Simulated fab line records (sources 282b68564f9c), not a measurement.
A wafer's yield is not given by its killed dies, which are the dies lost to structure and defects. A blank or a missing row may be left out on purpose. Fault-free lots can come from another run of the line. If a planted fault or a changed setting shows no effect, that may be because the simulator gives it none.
Which tool is to blame? | flow rit_cmos | 15 lots with 45 wafers sampled at 3 steps, on a route of 202 steps

WHAT EACH GAUGE READ, for each wafer
RIT_PLDD_TW_MEAS_10. Usual: PLDD_TW gives 2353 (standard deviation 21).
lot  | measured    | on            | PLDD_TW        | flag
L316 | day 2 22:10 | film_metro-02 | 2347 2335 2356 |
L317 | day 3 04:46 | film_metro-01 | 2323 2315 2314 |
L318 | day 3 08:17 | film_metro-02 | 2320 2339 2334 |
L319 | day 3 15:08 | film_metro-04 | 2376 2378 2383 |
L320 | day 3 21:22 | film_metro-02 | 2336 2331 2320 |
L321 | day 4 01:04 | film_metro-02 | 2357 2373 2360 |
L322 | day 4 08:00 | film_metro-02 | 2338 2353 2343 |
L324 | day 4 16:23 | film_metro-04 | 2379 2382 2377 |
L325 | day 4 22:13 | film_metro-01 | 2605 2606 2611 | OFF
L326 | day 5 02:48 | film_metro-02 | 2633 2648 2639 | OFF
L327 | day 5 05:44 | film_metro-01 | 2605 2613 2606 | OFF
L329 | day 5 14:04 | film_metro-02 | 2360 2355 2351 |
L333 | day 6 10:10 | film_metro-04 | 2361 2346 2354 |
L335 | day 6 22:40 | film_metro-04 | 2367 2346 2347 |
L337 | day 7 07:13 | film_metro-04 | 2367 2381 2370 |

RIT_SDANNEAL_RS_MEAS_06: measurement is done with a four-point probe. Usual: PLDD_RS gives 178.6 ohm/sq (standard deviation 0.51).
lot  | measured    | on            | PLDD_RS (ohm/sq)  | flag
L316 | day 3 04:34 | film_metro-02 | 178.6 178.2 178.6 |
L317 | day 3 10:53 | film_metro-01 | 178.8 178.2 178.3 |
L318 | day 3 14:29 | film_metro-04 | 178.7 178.6 178.7 |
L319 | day 3 23:09 | film_metro-04 | 178.0 177.9 178.1 |
L320 | day 4 03:49 | film_metro-02 | 178.0 178.1 178.0 |
L321 | day 4 07:41 | film_metro-01 | 178.9 178.2 178.6 |
L322 | day 4 14:13 | film_metro-02 | 179.0 179.3 178.7 |
L324 | day 4 23:40 | film_metro-01 | 179.0 178.4 179.0 |
L325 | day 5 04:38 | film_metro-04 | 157.5 157.3 157.5 | OFF
L326 | day 5 09:08 | film_metro-01 | 157.4 158.0 157.4 | OFF
L327 | day 5 11:57 | film_metro-01 | 157.5 157.5 157.6 | OFF
L329 | day 5 20:19 | film_metro-04 | 178.0 177.7 178.4 |
L333 | day 6 16:23 | film_metro-02 | 178.5 179.0 179.4 |
L335 | day 7 05:05 | film_metro-02 | 179.6 179.4 179.0 |
L337 | day 7 13:47 | film_metro-02 | 178.5 178.3 178.9 |

EACH LOT AND THE TOOL THAT RAN IT (in order: tool; ch and the chambers of the sampled wafers; start)
lot  | RIT_PLDD_IMPLANT_08
L316 | implanter-02 ch 0, day 2 21:50
L317 | implanter-04 ch 0, day 3 04:26
L318 | implanter-02 ch 0, day 3 07:59
L319 | implanter-03 ch 0, day 3 14:48
L320 | implanter-04 ch 0, day 3 21:02
L321 | implanter-03 ch 0, day 4 00:44
L322 | implanter-03 ch 0, day 4 07:41
L324 | implanter-03 ch 0, day 4 16:03
L325 | implanter-03 ch 0, day 4 21:55
L326 | implanter-03 ch 0, day 5 02:28
L327 | implanter-03 ch 0, day 5 05:25
L329 | implanter-04 ch 0, day 5 13:45
L333 | implanter-02 ch 0, day 6 09:51
L335 | implanter-04 ch 0, day 6 22:20
L337 | implanter-04 ch 0, day 7 06:53
- RIT_PLDD_IMPLANT_08

AS READ BY THE TOOLS THEMSELVES (means over the sampled wafers that have a number; for cases with no such wafer, the mark the record gives instead)
RIT_PLDD_IMPLANT_08. Usual: dose_ions_cm2 8.999e+14, standard deviation 1.1e+12; end_station_pressure_torr 7.3e-06 Torr, standard deviation 3.8e-07; faraday_current_uA 2825, standard deviation 52.
lot  | tool         | dose_ions_cm2 | end_station_pressure_torr (Torr) | faraday_current_uA | flag
L316 | implanter-02 | 9.009e+14     | 7.1e-06                          | 2794               |
L317 | implanter-04 | 9.000e+14     | 6.8e-06                          | 2847               |
L318 | implanter-02 | 8.992e+14     | 7.5e-06                          | 2807               |
L319 | implanter-03 | 8.990e+14     | 7.3e-06                          | 2810               |
L320 | implanter-04 | 9.003e+14     | 7.3e-06                          | 2799               |
L321 | implanter-03 | 9.003e+14     | 7.4e-06                          | 2844               |
L322 | implanter-03 | 9.015e+14     | 7.2e-06                          | 2821               |
L324 | implanter-03 | 8.989e+14     | 7.4e-06                          | 2790               |
L325 | implanter-03 | 1.440e+15     | 9.0e-06                          | 4484               | OFF
L326 | implanter-03 | 1.440e+15     | 8.8e-06                          | 4576               | OFF
L327 | implanter-03 | 1.441e+15     | 9.0e-06                          | 4567               | OFF
L329 | implanter-04 | 9.002e+14     | 7.3e-06                          | 2791               |
L333 | implanter-02 | 8.996e+14     | 6.9e-06                          | 2811               |
L335 | implanter-04 | 9.000e+14     | 6.9e-06                          | 2757               |
L337 | implanter-04 | 8.998e+14     | 7.0e-06                          | 2847               |

THE ANSWER, worked out from the rows above alone
Rule: a lot counts as off when the mean over its wafers that have a number is more than 3 standard deviations away from the usual mean. Also off: a lot with no number at a reading for which 4 or more lots have one. All remaining lots with rows at the step are treated as sound. Order of review: gauges by route order, followed by the tools' own readings, for which a lot's mean as printed above is used. At the first step where some lot is off, the reading lying furthest off is the one used; lots without a number count as furthest.
Off: at RIT_PLDD_TW_MEAS_10 (PLDD_TW), L325, L326, L327.
A tool fits if, at a process step before that reading, it ran every lot that is off, and no sound lot after the first of them. Not tried: the gauges at RIT_PLDD_TW_MEAS_10; whatever is off there is also off at RIT_PLDD_IMPLANT_08, on other tools, and gauge error can't account for it. One candidate fits, namely implanter-03 at RIT_PLDD_IMPLANT_08. A fault onset in the window from L324 (day 4 16:03, its last sound lot) to L325 (day 4 21:55, its first lot off) fits.
The tool's own readings at RIT_PLDD_IMPLANT_08 bear it out: on the lots that are off they differ by more than 5 times the standard deviation of the sound lots' means. dose_ions_cm2 reads 1.440e+15 there against 9.000e+14 on the sound lots; end_station_pressure_torr reads 8.9e-06 Torr there against 7.2e-06 Torr on the sound lots; faraday_current_uA reads 4542 there against 2810 on the sound lots.

WHAT THE SIMULATOR HAD INSERTED
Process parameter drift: implanter-03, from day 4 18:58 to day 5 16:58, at RIT_PLDD_IMPLANT_08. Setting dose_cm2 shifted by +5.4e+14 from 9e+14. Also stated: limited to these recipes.
Shown lots that were struck: L325, L326, L327. The rule given above showed the same thing.
